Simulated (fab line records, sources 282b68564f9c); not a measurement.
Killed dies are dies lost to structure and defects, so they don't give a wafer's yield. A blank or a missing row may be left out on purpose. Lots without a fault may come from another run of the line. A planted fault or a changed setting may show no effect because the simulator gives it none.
One fault seen from 2 desks | flow rit_cmos | each desk has only its own numbers; what lay behind them comes last

THE METROLOGY DESK
What the gauges read, lot by lot, whatever tool the lot ran on: means of the sampled wafers that have a number. A lot is out of limits, marked OUT, if its mean lies more than 4 standard deviations from the usual mean; the brackets give that distance.
Columns: A = NLDD_RS at RIT_SDANNEAL_RS_MEAS_07, usual 151.4 ohm/sq; B = SILICIDE_TI_RS at RIT_SILICIDE_RS_MEAS_02, usual 47.7 ohm/sq; C = SILICIDE_TI_THK at RIT_SILICIDE_THK_MEAS_03, usual 30.6 nm; D = CONTACT_TEOS_THK at RIT_CONTACT_THK_MEAS_01, usual 398 nm; E = cd_nm at RIT_CONTACT_CD_MEAS_08, usual 998.9 nm
lot  | first seen here | A     | B    | C    | D   | E
L464 | day 3 17:19     | 151.2 | 48.2 | 30.4 | 396 | 994.9
L466 | day 3 23:22     | 151.0 | 48.0 | 30.7 | 399 | 1000.2
L470 | day 4 18:12     | 150.5 | 47.7 | 30.7 | 404 | 998.4
L471 | day 4 22:19     | 151.4 | 48.9 | 29.8 | 395 | 1000.9
L475 | day 5 18:33     | 151.4 | 47.5 | 30.4 | 389 | 997.1
L476 | day 6 00:02     | 152.0 | 48.2 | 30.3 | 395 | 1001.8
This desk's finding: nothing out of limits on any of the 6 lots.

THE TOOL OWNER'S DESK: litho_track-01
The tool's own readings at RIT_CONTACT_SOFTBAKE_04 (time 60 s): means of the sampled wafers that have a number, for each lot that ran on this tool. A lot is out of limits, marked OUT, if its mean lies more than 4 standard deviations from the usual mean; the brackets give that distance.
Columns: A = heater_power_total_W at RIT_CONTACT_SOFTBAKE_04, usual 34.56 W; B = plate_temp_C at RIT_CONTACT_SOFTBAKE_04, usual 90.00 C
lot  | first seen here | A               | B
L466 | day 4 00:25     | 34.53           | 90.00
L470 | day 4 19:15     | 34.56           | 89.91
L475 | day 5 19:36     | 32.58 (-39) OUT | 86.28 (-29) OUT
L476 | day 6 01:05     | 32.65 (-38) OUT | 86.37 (-28) OUT
This desk's finding: out of limits on L475, L476; first on L475, day 5 19:36 (heater_power_total_W at RIT_CONTACT_SOFTBAKE_04). In limits: L466, L470.

PUT TOGETHER
The tool owner's desk could have raised an alarm at day 5 19:36, on L475, L476.
The metrology desk saw nothing out of limits.
The metrology desk has L475, L476 on record, within its limits.
Of the lots named, all ran RIT_CONTACT_SOFTBAKE_04 on litho_track-01.

WHAT THE SIMULATOR HAD PUT IN
Process parameter drift: litho_track-01, from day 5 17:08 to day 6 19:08, at RIT_CONTACT_SOFTBAKE_04. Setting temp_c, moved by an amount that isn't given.
Lots struck among those shown: L475, L476.
Hours from the fault's start to each desk's first reading out of limits: the tool owner's desk, 2.
